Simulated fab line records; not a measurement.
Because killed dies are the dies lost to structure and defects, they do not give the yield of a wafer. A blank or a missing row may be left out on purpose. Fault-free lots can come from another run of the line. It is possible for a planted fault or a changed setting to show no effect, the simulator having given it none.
Matching of chambers :: flow berkeleyCmos170 :: UCB170_GATE_ETCH_15 on rieSi-01: 4 sister chambers
The step etches poly-Si in HBr/Cl2, stops on SiO2, time 56.3 s, target depth 278.2 nm. 8 wafers are shown with their chamber, then 7 later ones without.

== WAFERS WITH THEIR CHAMBER ==
wafer: L216.1
chamber: 0
throttleValvePct (%): 26.29
drypumpMotorCurrentA (A): 5.7

wafer: L216.4
chamber: 0
throttleValvePct (%): 26.30
drypumpMotorCurrentA (A): 5.8

wafer: L221.2
chamber: 3
throttleValvePct (%): 26.51
drypumpMotorCurrentA (A): 5.7

wafer: L224.2
chamber: 1
throttleValvePct (%): 27.01
drypumpMotorCurrentA (A): 5.7

wafer: L224.3
chamber: 3
throttleValvePct (%): 26.51
drypumpMotorCurrentA (A): 5.7

wafer: L224.5
chamber: 2
throttleValvePct (%): 26.70
drypumpMotorCurrentA (A): 6.4

wafer: L229.1
chamber: 1
throttleValvePct (%): 27.02
drypumpMotorCurrentA (A): 5.8

wafer: L229.2
chamber: 2
throttleValvePct (%): 26.70
drypumpMotorCurrentA (A): 6.3

== WAFERS WHOSE CHAMBER IS MISSING ==
wafer: L229.3
throttleValvePct (%): 26.51
drypumpMotorCurrentA (A): 5.7

wafer: L228.2
throttleValvePct (%): 26.52
drypumpMotorCurrentA (A): 5.7

wafer: L228.4
throttleValvePct (%): 27.02
drypumpMotorCurrentA (A): 5.8

wafer: L228.5
throttleValvePct (%): 27.01
drypumpMotorCurrentA (A): 5.8

wafer: L232.3
throttleValvePct (%): 26.52
drypumpMotorCurrentA (A): 5.7

wafer: L232.5
throttleValvePct (%): 27.01
drypumpMotorCurrentA (A): 5.7

wafer: L232.6
throttleValvePct (%): 26.70
drypumpMotorCurrentA (A): 6.4

== WHICH CHAMBER EACH ONE RAN IN ==
wafer: L229.3
from the rows above: 3
in truth: 3

wafer: L228.2
from the rows above: 3
in truth: 3

wafer: L228.4
from the rows above: 1
in truth: 1

wafer: L228.5
from the rows above: 1
in truth: 1

wafer: L232.3
from the rows above: 3
in truth: 3

wafer: L232.5
from the rows above: 1
in truth: 1

wafer: L232.6
from the rows above: 2
in truth: 2
7 of 7 placed correctly. From these rows, 0 cannot be placed. Number placed wrongly: 0.
How it was worked out, from the rows above alone: a wafer's distance from a chamber is the root of the sum, over the readings, of the square of ((its reading less the chamber's mean) divided by the reading's scatter). The wafer belongs to the nearest chamber; if the next one is less than 2 further off, it can't be placed. For every chamber, the mean is computed from those of its wafers that are shown. How the scatter is found: for the shown wafers, subtract from each reading the mean of its chamber, square and add these, divide the total by (wafers less chambers), then take the root.
